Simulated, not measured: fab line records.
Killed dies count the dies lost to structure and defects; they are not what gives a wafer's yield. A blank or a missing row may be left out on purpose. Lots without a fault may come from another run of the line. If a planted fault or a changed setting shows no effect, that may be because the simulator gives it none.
A lot that was struck, set against a sound lot | flow rit_cmos | 26 steps out of a route of 202
Sound: these wafers, L343.1, L343.2, L343.6. Wafers L355.2, L355.5, L355.6 were the ones struck. Last of all comes the cause.
Order at every step that has rows: each side's tool, ch and its chambers, its first start. Under that, the readings that differ: sound wafers | struck wafers | difference of the means | sigmas: that difference in standard deviations of wafers without a fault.
alike: readings with means less than 2 such deviations apart, plus words and numbers identical on both sides. not compared: withheld readings, readings lacking a value on some wafer, bounds such as >300 that could conceal the same value, and numbers that have no deviation in the record and whose values overlap.
Wherever a step has rows on one side only, a row that says differs or no value, or a row with sigmas, the two part there. Non-overlapping numbers with no deviation appear without sigmas and do not part them. A reading missing from all wafers of one side parts the sides only when that side holds two or more wafers.

first, 1 step without rows for these wafers: RIT_WELLDRIVE_ANNEAL_00 (time 14700 s).
RIT_WELLDRIVE_RS_MEAS_01: measures by four-point-probe.
  sound on film_metro-02, day 3 05:01; struck on film_metro-02, day 5 17:25
  alike: NWELL_RS
RIT_WELLDRIVE_RS_MEAS_02: measures by four-point-probe.
  sound on film_metro-02, day 3 05:08; struck on film_metro-02, day 5 17:32
  alike: PWELL_RS
then, 6 steps without rows for these wafers: RIT_NRETRO_HMDS_00 (prime time 60 s); RIT_NRETRO_COAT_01 (resist thk 1300 nm); RIT_NRETRO_SOFTBAKE_02 (time 60 s); RIT_NRETRO_EXPOSE_03 (exposes mask M4, target cd 43900 nm); RIT_NRETRO_PEB_04; RIT_NRETRO_DEVELOP_05 (develop time 68 s).
RIT_NRETRO_OVL_MEAS_06:
  sound on overlay-01, day 3 06:15; struck on overlay-02, day 5 18:39
  alike: NRETRO_OVL
then, 2 steps without rows for these wafers: RIT_NRETRO_HARDBAKE_07 (time 120 s); RIT_NRETRO_IMPLANT_08.
RIT_NRETRO_STRIP_09: strips in O2, time 180 s.
  sound on plasma_asher-04 ch 0,1, day 3 06:41; struck on plasma_asher-04 ch 0,1, day 5 19:05
  no value came back on the struck wafers for chamber_pressure_mTorr (mTorr), drypump_motor_current_A (A); on the sound wafers chamber_pressure_mTorr (mTorr) reads 3997 4005 3996
  reading                                     | sound | struck         | difference | sigmas
  model.NOVOLAK_of_NRETRO_COAT_01.thk_nm (nm) | 0 0 0 | 1142 1140 1140 | +1141      |
  not compared: rf_hours_counter_h
RIT_NRETRO_TW_MEAS_10:
  sound on film_metro-04, day 3 06:52; struck on film_metro-03, day 5 19:16
  alike: NRETRO_TW
then, 6 steps without rows for these wafers: RIT_PRETRO_HMDS_00 (prime time 60 s); RIT_PRETRO_COAT_01 (resist thk 1300 nm); RIT_PRETRO_SOFTBAKE_02 (time 60 s); RIT_PRETRO_EXPOSE_03 (exposes mask M5, target cd 43700 nm); RIT_PRETRO_PEB_04; RIT_PRETRO_DEVELOP_05 (develop time 68 s).
RIT_PRETRO_OVL_MEAS_06:
  sound on overlay-02, day 3 07:56; struck on overlay-01, day 5 20:19
  alike: PRETRO_OVL
then, 2 steps without rows for these wafers: RIT_PRETRO_HARDBAKE_07 (time 120 s); RIT_PRETRO_IMPLANT_08.
RIT_PRETRO_STRIP_09: strips in O2, time 180 s.
  sound on plasma_asher-02 ch 0,1, day 3 08:22; struck on plasma_asher-03 ch 0,1, day 5 20:45
  alike: chamber_pressure_mTorr, drypump_motor_current_A
  not compared: rf_hours_counter_h
RIT_PRETRO_TW_MEAS_10:
  sound on film_metro-01, day 3 08:32; struck on film_metro-03, day 5 20:56
  reading   | sound       | struck   | difference | sigmas
  PRETRO_TW | 482 484 482 | 30 30 30 | -453       | -69
then, 1 step without rows for these wafers: RIT_GATE_WET_ETCH_00 (etches SiO2 in BOE, target depth 56 nm, time 60 s).

## WHERE THEY PART
First at RIT_NRETRO_STRIP_09; last, within this record, at RIT_PRETRO_TW_MEAS_10.

WHY: the cause the simulator had injected
At RIT_NRETRO_STRIP_09, the step was skipped entirely on plasma_asher-04 from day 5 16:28 on. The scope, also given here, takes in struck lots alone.
